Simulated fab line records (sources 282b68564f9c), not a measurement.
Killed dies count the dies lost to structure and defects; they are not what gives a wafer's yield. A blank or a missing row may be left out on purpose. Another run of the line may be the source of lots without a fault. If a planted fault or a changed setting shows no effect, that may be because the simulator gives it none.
8D (eight disciplines) problem report, filled in by code -- flow rit cmos -- the parts of the form that need people (team, actions taken, sign-off) are left out

## 1. THE PROBLEM
NSD_TW at RIT_NSD_TW_MEAS_10 reads a mean of 2858 on 6 wafers of 2 lots; wafers without a fault read 3149 with a standard deviation of 21. Measured from the usual mean, that is -14 standard deviations.
The first sign was on wafer L421.2 at day 5 11:06, on film metro-02. The record holds 42 wafers of 14 lots with a number at this step. Rule for "out" (also "out of limits"): further than 4 standard deviations from the usual mean. The other wafers with a number count as sound.

## 2. WHAT IT IS, WHAT IT ISN'T
question,is,is not
which readings at this step,NSD_TW,-
which lots,"L421, L422","L409, L410, L411, L412, L413, L414, L416, L417, L420, L429, L431, L432"
which wafers of those lots,all that have a number,-
read on which gauges,"film metro-02, film metro-04",film metro-03
when,from day 5 11:06,"up to then (27 sound wafers); but 9 sound wafers of L429, L431, L432 came after"

## 3. THE SUSPECTS, EACH WITH WHAT RULES IT OUT
Counting: any tool at a process step up to the reading is kept as a suspect provided that every lot that is out went through it and no sound lot did after the first of them.
- the gauge at RIT_NSD_TW_MEAS_10 has been ruled out. Those wafers that are out were read across 2 gauges (film metro-02, film metro-04).
- implanter-02 at RIT_NSD_IMPLANT_08: kept. It ran every lot that is out, first L421 (day 5 10:47), and no sound lot after that; its last sound lot up to then is L413 (day 3 18:22). On those wafers its own readings are out: beam energy keV.
The count leaves implanter-02 at RIT_NSD_IMPLANT_08.

## 4. THE CAUSE (what the simulator had put in)
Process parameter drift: implanter-02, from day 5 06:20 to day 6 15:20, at RIT_NSD_IMPLANT_08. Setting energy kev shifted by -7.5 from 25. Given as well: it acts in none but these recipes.
After counting, this tool was the only one left.

## 5. THE CHAIN OF EFFECTS, in route order
Each row: a reading where the mean over the struck wafers with a number is more than 3 standard deviations away from the usual. Only readings for which the record gives a usual standard deviation are gone through. hours: the time from each lot's start at the first step in this table that gives one to its start at this step, as a median over the lots. sigmas: the change in usual standard deviations.
hours,step,reading,usual,on struck wafers,change,sigmas
0,RIT_NSD_IMPLANT_08,beam energy keV,25.000,17.498,-7.502,-99 or more
0,RIT_NSD_TW_MEAS_10,NSD_TW,3149,2858,-290,-14
2,RIT_SDANNEAL_RS_MEAS_05,NSD_RS,83.29 ohm/sq,86.27,+2.98,+11
Process steps it contains:
- RIT_NSD_IMPLANT_08

## 6. WHAT WOULD HAVE CAUGHT IT SOONER
The first out-of-limits reading at a measuring or inspecting step in this record came at day 5 11:06, 5 hours after the fault's start at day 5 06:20.
The tool's own readings at RIT_NSD_IMPLANT_08 were out on every struck wafer that the step has a row for (beam energy keV): an alarm limit on them would have fired on the first of those.
Of the lots that are out (2), L422 began RIT_NSD_IMPLANT_08 on implanter-02 after day 5 11:06. Putting the tool on hold at that point would have spared it.
